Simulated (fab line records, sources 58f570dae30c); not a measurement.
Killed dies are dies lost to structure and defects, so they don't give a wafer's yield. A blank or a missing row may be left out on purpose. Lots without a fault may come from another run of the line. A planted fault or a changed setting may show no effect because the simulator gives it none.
One fault seen from 2 desks | flow berkeley_cmos170 | each desk has only its own numbers; what lay behind them comes last

THE METROLOGY DESK
What the gauges read, lot by lot, whatever tool the lot ran on: means of the sampled wafers that have a number. A lot is out of limits, marked OUT, if its mean lies more than 4 standard deviations from the usual mean; the brackets give that distance.
Columns: A = cd_nm at UCB170_ACTIVE_CD_MEAS_90, usual 1200.4 nm; B = SACOX_OXIDE_THK at UCB170_SACOX_THK_MEAS_02, usual 14.29 nm; C = PVT_OVL at UCB170_PVT_OVL_MEAS_06, usual 0 nm
lot  | first seen here | A      | B     | C
L467 | day 4 17:19     | 1200.9 | 14.29 | 3
L469 | day 5 03:14     | 1201.9 | 14.48 | -2
L468 | day 5 03:19     | 1201.3 | 14.08 | 2
L470 | day 5 03:28     | 1201.3 | 14.84 | 1
L471 | day 5 17:06     | 1200.8 | 14.37 | -4
L479 | day 6 14:07     | 1201.2 | 14.25 | 2
L475 | day 6 14:22     | 1200.1 | 14.04 | -1
L480 | day 7 13:25     | 1198.1 | 14.69 | 4
L483 | day 8 09:07     | 1200.9 | 14.46 | 1
L485 | day 8 12:46     | 1199.2 | 14.04 | -4
L484 | day 8 13:00     | 1199.8 | 14.09 | 4
L487 | day 8 21:46     | 1199.5 | 14.28 | -5
L486 | day 8 22:02     | 1199.3 | 14.27 | -0
L488 | day 9 05:34     | 1198.4 | 14.14 | 1
L490 | day 9 20:56     | 1200.5 | 14.03 | 0
This desk's finding: nothing out of limits on any of the 15 lots.

THE TOOL OWNER'S DESK: wet_bench-02
The tool's own readings at UCB170_CONTACT_CLEAN_20 (cleans in SPM, time 600 s): means of the sampled wafers that have a number, for each lot that ran on this tool. A lot is out of limits, marked OUT, if its mean lies more than 4 standard deviations from the usual mean; the brackets give that distance.
Columns: A = bath_guard_temp_C at UCB170_CONTACT_CLEAN_20, usual 120.0 C
lot  | first seen here | A
L470 | day 8 06:16     | 120.4
L468 | day 8 11:59     | 120.0
L471 | day 9 08:34     | 120.8
L475 | day 9 19:27     | 119.7
L479 | day 9 19:59     | 119.9
This desk's finding: nothing out of limits on any of the 5 lots.

PUT TOGETHER
The metrology desk saw nothing out of limits.
The tool owner's desk saw nothing out of limits.

WHAT THE SIMULATOR HAD PUT IN
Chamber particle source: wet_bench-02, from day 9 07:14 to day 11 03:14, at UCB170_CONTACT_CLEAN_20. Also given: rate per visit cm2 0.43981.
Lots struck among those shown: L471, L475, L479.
